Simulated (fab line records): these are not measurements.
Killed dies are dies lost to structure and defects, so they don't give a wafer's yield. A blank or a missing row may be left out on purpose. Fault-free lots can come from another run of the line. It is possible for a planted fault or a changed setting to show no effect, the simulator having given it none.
fab line records    flow rit_cmos
record: lots: 7  wafers: 21  last_day: 7
route steps=202 shown ACTIVE@1
lots untouched by any fault: they come from a run of this same line in which no faults occurred
start_h: hours from the record's opening day to when the first of the lot's shown wafers began    wait_h: hours since the lot's step before    " the same as in the row above    L1.1+2: one row covering several wafers at once    - value missing, or start not given    * or withheld: withheld    < > ~ a bound
route shown NAME@n: NAME is a module with steps in the file, n the number in the route of the first one    usual: mean and standard deviation over wafers with no fault    same: alike in all rows    chamber/n: place in a boat    sites: the reading at each site    _std_site: standard deviation across them    _edge_site: outer sites' mean less inner sites'    radius_mm: how far each site lies from the wafer's centre    mask NAME#n: copy n    behind: the most recent tool/chamber to have shaped the wafer    hold: cause of the lot's hold/its duration in hours/its outcome    device: which transistor (n, p or np) failed to switch    end of line: at the end of the route, the tests of the same wafers    a step without rows: its recipe alone    killed: not the wafer's yield, but the dies lost to structure and defects at the first sort    map: a wafer's dies, x killed, . not, _ none there
set.NAME: setting as actually run; set.NAME@STEP: the setting as run at that earlier step    model.NAME: the simulator's own value behind a step, which no gauge read
lots at some steps of the route; a table a step, a row a wafer
services: a tool's chamber out of use, with start hour (start_h, from the record's first day; less than 0 if before it), hours out, and reason
== steps ==
step: RIT_ACTIVE_BOW_MEAS_00
recipe: mode: bow
usual: INCOMING_BOW: 0/6.9
lot.wafer  tool           chamber  start_h  wait_h  INCOMING_BOW[um]
L149.2     film_metro-02  -        50.02    -       8
L149.5     "              -        "        "       4
L149.6     "              -        "        "       2
L154.1     film_metro-02  -        75.00    -       2
L154.5     "              -        "        "       -14
L154.6     "              -        "        "       -6
L155.1     film_metro-01  -        80.00    -       0
L155.5     "              -        "        "       7
L155.6     "              -        "        "       -8
L156.4     film_metro-02  -        85.06    -       1
L156.5     "              -        "        "       1
L156.6     "              -        "        "       -4
L158.1     film_metro-01  -        95.00    -       8
L158.3     "              -        "        "       0
L158.5     "              -        "        "       1
L160.1     film_metro-01  -        105.00   -       -5
L160.2     "              -        "        "       1
L160.4     "              -        "        "       -9
L161.1     film_metro-02  -        110.00   -       1
L161.4     "              -        "        "       -15
L161.5     "              -        "        "       9
step: RIT_ACTIVE_OXIDATION_01
recipe: temp_c: 1000  ambient: O2  target_thk_a: 468  ox_time_s: 3360
usual: ox_temp_c: 1000.0/0.4  ox_temp_c_max: 1004.6/1.6
lot.wafer  tool        chamber  start_h  wait_h  ox_temp_c  ox_temp_c_max
L149.2     furnace-01  0        50.12    0.1     999.9      1007.8
L149.5     "           0        "        "       999.1      1006.7
L149.6     "           0        "        "       999.8      1005.4
L154.1     furnace-02  -        75.12    0.1     -          -
L154.5     "           -        "        "       -          -
L154.6     "           -        "        "       -          -
L155.1     furnace-03  -        80.12    0.1     -          -
L155.5     "           -        "        "       -          -
L155.6     "           -        "        "       -          -
L156.4     furnace-02  -        85.12    0.0     -          -
L156.5     "           -        "        "       -          -
L156.6     "           -        "        "       -          -
L158.1     furnace-03  0        95.12    0.1     999.6      1004.2
L158.3     "           0        "        "       1000.2     1005.2
L158.5     "           0        "        "       1000.5     1005.6
L160.1     furnace-01  0        105.12   0.1     1000.4     1005.5
L160.2     "           0        "        "       1000.1     1006.2
L160.4     "           0        "        "       1000.3     1006.5
L161.1     furnace-03  0        110.12   0.1     1000.6     1005.4
L161.4     "           0        "        "       1000.3     1003.8
L161.5     "           0        "        "       1000.2     1004.6
== services ==
tool        chamber  start_h  hours  kind
furnace-02  -        78.14    4.1    pm
== key ==
first_sign: step: RIT_ACTIVE_OXIDATION_01  reading: tool_record  direction: missing
effect none on later readings
met_at RIT_ACTIVE_OXIDATION_01
struck_wafers L154.1,L154.5,L154.6,L155.1,L155.5,L155.6,L156.4,L156.5,L156.6
later_rows_left_out L154.1,L154.5,L154.6,L155.1,L155.5,L155.6,L156.4,L156.5,L156.6
sort_left_out L154.1,L154.5,L154.6,L155.1,L155.5,L155.6,L156.4,L156.5,L156.6
tester_left_out L154,L155,L156
fault: kind: skipped_step_whole  tool: furnace-02,furnace-03  chamber: -  onset_h: 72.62  steps: RIT_ACTIVE_OXIDATION_01  scope: struck_lots_only
tester_left_out: of these lots the tester's yield and bins aren't shown, on N5 and GAA mostly nor the transistor test; their killed dies are dies lost to structure and defects alone, not to doping, threshold or leakage, so they don't give the yield
sort_left_out: the simulated sort isn't trusted on such a fault, so these wafers' sort isn't shown, and their yield isn't known
later_rows_left_out: the simulator's readings of these wafers behind a module that went badly wrong aren't trusted and aren't shown, but for the sort
